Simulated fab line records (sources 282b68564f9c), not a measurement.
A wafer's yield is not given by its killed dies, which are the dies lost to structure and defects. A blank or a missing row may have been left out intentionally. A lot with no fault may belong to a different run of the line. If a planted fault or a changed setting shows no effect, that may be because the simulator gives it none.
Which of the tools did it? + flow rit cmos + 13 lots, 39 wafers sampled, at 6 steps of a route of 202

WHAT EACH GAUGE READ, for each wafer
RIT_GATE_CD_MEAS_16: target cd 150 nm.
| lot  | measured    | on        | cd nm (nm)        |
|------|-------------|-----------|-------------------|
| L788 | day 2 12:02 | cd sem-01 | 151.4 151.1 151.3 |
| L789 | day 2 16:59 | cd sem-01 | 150.3 150.7 152.5 |
| L792 | day 3 10:25 | cd sem-01 | 152.3 148.2 150.9 |
| L793 | day 3 13:55 | cd sem-01 | 151.0 150.1 148.3 |
| L795 | day 4 02:31 | cd sem-01 | 151.3 149.6 151.3 |
| L796 | day 4 05:14 | cd sem-01 | 151.9 152.0 151.1 |
| L798 | day 4 15:22 | cd sem-01 | 155.6 155.2 155.3 |
| L800 | day 5 00:40 | cd sem-02 | 150.9 152.7 151.9 |
| L802 | day 5 12:25 | cd sem-01 | 150.5 151.6 149.9 |
| L804 | day 5 21:52 | cd sem-01 | 154.0 150.2 149.8 |
| L806 | day 6 08:56 | cd sem-01 | 156.9 155.1 154.5 |
| L808 | day 6 23:19 | cd sem-02 | 150.7 151.5 152.3 |
| L810 | day 7 08:25 | cd sem-02 | 153.8 152.6 153.3 |

RIT_NLDD_OVL_MEAS_06.
| lot  | measured    | on         | NLDD_OVL (nm)  |
|------|-------------|------------|----------------|
| L788 | day 2 17:25 | overlay-01 | 0.1 -0.2 -1.6  |
| L789 | day 2 21:34 | overlay-02 | -2.5 -1.8 -1.8 |
| L792 | day 3 15:00 | overlay-02 | -4.0 -3.9 -3.6 |
| L793 | day 3 18:47 | overlay-01 | -0.1 0.0 -0.5  |
| L795 | day 4 07:02 | overlay-02 | 1.1 0.6 0.3    |
| L796 | day 4 09:50 | overlay-02 | 0.8 0.3 0.5    |
| L798 | day 4 20:16 | overlay-01 | -2.9 -0.3 -0.7 |
| L800 | day 5 05:32 | overlay-01 | -0.3 0.0 -0.1  |
| L802 | day 5 17:05 | overlay-01 | 1.8 1.0 0.6    |
| L804 | day 6 03:24 | overlay-01 | -2.4 -3.5 -1.7 |
| L806 | day 6 15:36 | overlay-02 | -0.9 -3.1 0.3  |
| L808 | day 7 06:05 | overlay-02 | -0.2 -2.5 -2.9 |
| L810 | day 7 13:13 | overlay-01 | -0.8 -2.4 -1.2 |

RIT_SDANNEAL_RS_MEAS_07: measurement is done with a four-point probe.
| lot  | measured    | on            | NLDD_RS (ohm/sq)  |
|------|-------------|---------------|-------------------|
| L788 | day 3 01:49 | film metro-02 | 151.9 151.6 151.6 |
| L789 | day 3 07:27 | film metro-01 | 151.7 151.2 151.2 |
| L792 | day 4 00:48 | film metro-03 | 151.7 151.9 152.2 |
| L793 | day 4 03:37 | film metro-01 | 152.6 152.2 152.8 |
| L795 | day 4 15:42 | film metro-01 | 152.0 151.7 151.6 |
| L796 | day 4 18:16 | film metro-03 | 151.7 150.9 151.0 |
| L798 | day 5 04:35 | film metro-03 | 150.9 151.2 151.1 |
| L800 | day 5 14:01 | film metro-01 | 152.3 152.3 152.1 |
| L802 | day 6 01:47 | film metro-03 | 151.4 151.0 151.4 |
| L804 | day 6 11:56 | film metro-02 | 150.2 151.0 150.3 |
| L806 | day 7 00:29 | film metro-03 | 151.6 151.7 151.3 |
| L808 | day 7 14:38 | film metro-03 | 150.9 151.1 150.8 |
| L810 | day 7 22:04 | film metro-01 | 151.8 151.5 151.0 |

RIT_SILICIDE_RS_MEAS_02: measurement is done with a four-point probe.
| lot  | measured    | on            | SILICIDE_TI_RS (ohm/sq) |
|------|-------------|---------------|-------------------------|
| L788 | day 3 02:05 | film metro-04 | 48.1 47.7 47.6          |
| L789 | day 3 07:45 | film metro-03 | 48.2 48.2 47.0          |
| L792 | day 4 01:05 | film metro-01 | 47.2 47.7 47.5          |
| L793 | day 4 03:55 | film metro-03 | 85.0 84.2 86.9          |
| L795 | day 4 15:59 | film metro-04 | 84.1 86.0 82.4          |
| L796 | day 4 18:33 | film metro-04 | 48.3 48.4 48.2          |
| L798 | day 5 04:52 | film metro-01 | 47.1 46.6 47.2          |
| L800 | day 5 14:18 | film metro-04 | 48.2 49.1 48.3          |
| L802 | day 6 02:04 | film metro-04 | 48.0 47.6 48.1          |
| L804 | day 6 12:14 | film metro-03 | 48.1 48.1 48.0          |
| L806 | day 7 00:46 | film metro-04 | 49.6 49.7 49.1          |
| L808 | day 7 14:55 | film metro-01 | 47.3 47.8 47.7          |
| L810 | day 7 22:21 | film metro-04 | 47.1 47.5 47.2          |

RIT_SILICIDE_THK_MEAS_03: measures by xrf.
| lot  | measured    | on            | SILICIDE_TI_THK (nm) |
|------|-------------|---------------|----------------------|
| L788 | day 3 02:12 | film metro-04 | 29.6 29.9 30.0       |
| L789 | day 3 07:52 | film metro-03 | 29.7 29.5 30.0       |
| L792 | day 4 01:12 | film metro-01 | 30.2 30.0 30.0       |
| L793 | day 4 04:01 | film metro-03 | 22.5 22.6 22.3       |
| L795 | day 4 16:06 | film metro-04 | 22.6 22.4 22.9       |
| L796 | day 4 18:40 | film metro-04 | 29.8 29.7 29.8       |
| L798 | day 5 04:59 | film metro-01 | 30.1 30.5 29.9       |
| L800 | day 5 14:25 | film metro-04 | 29.6 29.2 29.7       |
| L802 | day 6 02:10 | film metro-04 | 29.9 30.2 29.9       |
| L804 | day 6 12:21 | film metro-03 | 29.6 29.6 29.7       |
| L806 | day 7 00:52 | film metro-04 | 29.3 29.1 29.5       |
| L808 | day 7 15:02 | film metro-01 | 29.9 29.8 29.7       |
| L810 | day 7 22:28 | film metro-04 | 30.3 30.3 30.2       |

WHAT TOOL EACH LOT RAN ON (gives the tool, then ch and the chambers of the sampled wafers, and finally the start)
| lot  | RIT_SILICIDE_SPUTTER_01     |
|------|-----------------------------|
| L788 | pvd sputter-01, day 3 01:55 |
| L789 | pvd sputter-04, day 3 07:36 |
| L792 | pvd sputter-01, day 4 00:56 |
| L793 | pvd sputter-04, day 4 03:44 |
| L795 | pvd sputter-04, day 4 15:49 |
| L796 | pvd sputter-02, day 4 18:24 |
| L798 | pvd sputter-01, day 5 04:43 |
| L800 | pvd sputter-01, day 5 14:09 |
| L802 | pvd sputter-02, day 6 01:53 |
| L804 | pvd sputter-02, day 6 12:05 |
| L806 | pvd sputter-02, day 7 00:35 |
| L808 | pvd sputter-02, day 7 14:46 |
| L810 | pvd sputter-02, day 7 22:11 |
- RIT_SILICIDE_SPUTTER_01: material Ti, target thk 30 nm, time 240 s.

AS READ BY THE TOOLS THEMSELVES (means over the sampled wafers that have a number; for cases with no such wafer, the mark the record gives instead)
RIT_SILICIDE_SPUTTER_01.
| lot  | tool           | throttle valve pct (%) |
|------|----------------|------------------------|
| L788 | pvd sputter-01 | 30.2                   |
| L789 | pvd sputter-04 | 31.6                   |
| L792 | pvd sputter-01 | 29.8                   |
| L793 | pvd sputter-04 | 30.9                   |
| L795 | pvd sputter-04 | 30.8                   |
| L796 | pvd sputter-02 | 28.4                   |
| L798 | pvd sputter-01 | 29.7                   |
| L800 | pvd sputter-01 | 29.5                   |
| L802 | pvd sputter-02 | 28.4                   |
| L804 | pvd sputter-02 | 28.5                   |
| L806 | pvd sputter-02 | 28.4                   |
| L808 | pvd sputter-02 | 28.4                   |
| L810 | pvd sputter-02 | 28.6                   |

THE ANSWER, worked out from the rows above alone
Rule: usual is defined by the lots themselves. Put in order of their means at a reading, lots are off if they are a third of the lots or fewer, leave a main group of 4 or more, and stand apart from it by a gap of 3 or more times the standard deviation of the main group's means; of several such gaps the widest counts. The tables above print the reading to a certain number of digits; a main group whose means all agree to those digits is not used. A lot without any number at a reading at which 4 lots or more have one is off too. All remaining lots with rows at the step are treated as sound. The gauges are gone through in route order, then the tools' own readings, and for those a lot's mean is taken as printed above. The first step at which some lot is off is used, and at that step the reading that is off furthest; a lot without a number counts as furthest.
Off: L793, L795, seen at RIT_SILICIDE_RS_MEAS_02 (SILICIDE_TI_RS). The main group has a mean of 47.9 ohm/sq with a standard deviation of 0.65.
A tool fits if, at a process step before that reading, it ran every lot that is off, and no sound lot after the first of them. Those tools and the gauges at RIT_SILICIDE_RS_MEAS_02 are tried in the same way. One fits: pvd sputter-04 at RIT_SILICIDE_SPUTTER_01. A fault onset in the window from L789 (day 3 07:36, its last sound lot) to L793 (day 4 03:44, its first lot off) fits.

WHAT WAS PUT IN BY THE SIMULATOR
Site profile drift: pvd sputter-04, from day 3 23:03 on, at RIT_SILICIDE_SPUTTER_01. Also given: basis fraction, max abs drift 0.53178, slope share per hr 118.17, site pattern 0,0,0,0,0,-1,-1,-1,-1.
Struck lots among those shown: L793, L795. The rule above reached the same finding.
